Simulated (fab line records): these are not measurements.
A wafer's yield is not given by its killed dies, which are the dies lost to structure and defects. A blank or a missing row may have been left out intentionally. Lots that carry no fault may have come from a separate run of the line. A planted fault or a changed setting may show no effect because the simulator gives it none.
Which tool is to blame? / flow berkeleyCmos170 / 6 lots with 18 wafers sampled at 2 steps, on a route of 331 steps

WHAT EACH GAUGE READ, for each wafer
UCB170_ACTIVE_CD_MEAS_13: the cd target is 1200 nm.
lot=L812; measured=day 4 10:00; on=cdSem-01; cdNm (nm)=1200.6 1200.6 1201.9
lot=L813; measured=day 4 12:01; on=cdSem-01; cdNm (nm)=1198.2 1198.4 1199.4
lot=L815; measured=day 5 06:12; on=cdSem-02; cdNm (nm)=1201.1 1200.2 1199.9
lot=L818; measured=day 5 15:46; on=cdSem-02; cdNm (nm)=1201.4 1202.7 1202.5
lot=L823; measured=day 6 08:02; on=cdSem-01; cdNm (nm)=1203.3 1202.6 1201.5
lot=L833; measured=day 8 15:42; on=cdSem-01; cdNm (nm)=1199.8 1199.2 1200.2

TOOL THAT RAN EACH LOT (tool first, then ch and the chambers of the sampled wafers, then the start)
lot=L812; UCB170_ACTIVE_EXPOSE_10=krfScanner-01 ch 0, day 4 09:10
lot=L813; UCB170_ACTIVE_EXPOSE_10=krfScanner-02 ch 0, day 4 11:26
lot=L815; UCB170_ACTIVE_EXPOSE_10=krfScanner-02 ch 0, day 5 05:49
lot=L818; UCB170_ACTIVE_EXPOSE_10=krfScanner-02 ch 0, day 5 15:23
lot=L823; UCB170_ACTIVE_EXPOSE_10=krfScanner-01 ch 0, day 6 07:39
lot=L833; UCB170_ACTIVE_EXPOSE_10=krfScanner-02 ch 0, day 8 15:19
- UCB170_ACTIVE_EXPOSE_10: exposes mask ACTIVE, target cd 1200 nm.

THE ANSWER, worked out from the rows above alone
Rule: what is usual is taken from the lots themselves. Put in order of their means at a reading, lots are off if they are a third of the lots or fewer, leave a main group of 4 or more, and stand apart from it by a gap of 3 or more times the standard deviation of the main group's means; of several such gaps the widest counts. A main group is skipped when, at the precision printed for the reading in the tables above, its means are all equal. A lot without any number at a reading at which 4 lots or more have one is off too. All remaining lots with rows at the step are treated as sound.
No lot is off at any reading shown: from this, nothing can be told.

WHAT HAD BEEN PUT IN BY THE SIMULATOR
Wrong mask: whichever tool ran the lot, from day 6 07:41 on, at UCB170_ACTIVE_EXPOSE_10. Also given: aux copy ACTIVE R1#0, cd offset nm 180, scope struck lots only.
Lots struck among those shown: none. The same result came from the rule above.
